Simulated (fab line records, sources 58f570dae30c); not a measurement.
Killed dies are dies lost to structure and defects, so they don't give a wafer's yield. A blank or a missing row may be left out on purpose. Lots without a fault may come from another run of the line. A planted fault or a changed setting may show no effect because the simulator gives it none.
One fault seen from 2 desks | flow berkeley_cmos170 | each desk has only its own numbers; what lay behind them comes last

THE TOOL OWNER'S DESK: plasma_asher-01
The tool's own readings at UCB170_ACTIVE_STRIP_16 (strips in O2): means of the sampled wafers that have a number, for each lot that ran on this tool. A lot is out of limits, marked OUT, if its mean lies more than 4 standard deviations from the usual mean; the brackets give that distance.
Columns: A = chamber_pressure_mTorr at UCB170_ACTIVE_STRIP_16, usual 3500 mTorr; B = drypump_motor_current_A at UCB170_ACTIVE_STRIP_16, usual 6.1 A; C = oes_product_au at UCB170_ACTIVE_STRIP_16, usual 0.721 a.u.; D = strip_time_to_endpoint_s at UCB170_ACTIVE_STRIP_16, usual 18.15 s
lot  | first seen here | A    | B   | C     | D
L381 | day 5 03:01     | 3501 | 5.9 | 0.718 | 18.12
L382 | day 5 18:02     | 3503 | 5.9 | 0.716 | 18.28
L387 | day 7 01:19     | 3503 | 5.9 | 0.720 | 18.10
L393 | day 7 15:17     | 3502 | 6.2 | 0.724 | 18.20
L403 | day 9 11:55     | 3502 | 6.1 | 0.720 | 18.14
This desk's finding: nothing out of limits on any of the 5 lots.

THE METROLOGY DESK
What the gauges read, lot by lot, whatever tool the lot ran on: means of the sampled wafers that have a number. A lot is out of limits, marked OUT, if its mean lies more than 4 standard deviations from the usual mean; the brackets give that distance.
Columns: A = cd_nm at UCB170_ACTIVE_CD_MEAS_13, usual 1200.3 nm; B = cd_nm at UCB170_ACTIVE_CD_MEAS_90, usual 1200.4 nm; C = SCREENOX_OXIDE_THK at UCB170_SCREENOX_THK_MEAS_02, usual 14.33 nm
lot  | first seen here | A      | B      | C
L381 | day 5 02:46     | 1199.8 | 1199.9 | 14.30
L382 | day 5 17:47     | 1198.9 | 1198.7 | 14.23
L386 | day 6 03:47     | 1200.2 | 1200.5 | 14.32
L384 | day 6 03:53     | 1199.9 | 1200.2 | 14.55
L390 | day 7 00:44     | 1203.5 | 1203.5 | 14.25
L392 | day 7 00:59     | 1200.9 | 1201.1 | 14.28
L387 | day 7 01:04     | 1201.7 | 1201.6 | 14.53
L391 | day 7 02:02     | 1200.3 | 1200.3 | -
L394 | day 7 14:46     | 1198.7 | 1198.7 | -
L393 | day 7 15:04     | 1201.0 | 1201.0 | 14.23
L395 | day 8 01:55     | 1202.1 | 1202.0 | 14.36
L396 | day 8 02:16     | 1201.2 | 1201.5 | 14.62
L403 | day 9 11:40     | 1199.5 | 1199.7 | 14.37
L404 | day 9 16:47     | 1200.8 | 1200.8 | 14.51
This desk's finding: nothing out of limits on any of the 14 lots.

PUT TOGETHER
The tool owner's desk saw nothing out of limits.
The metrology desk saw nothing out of limits.

WHAT THE SIMULATOR HAD PUT IN
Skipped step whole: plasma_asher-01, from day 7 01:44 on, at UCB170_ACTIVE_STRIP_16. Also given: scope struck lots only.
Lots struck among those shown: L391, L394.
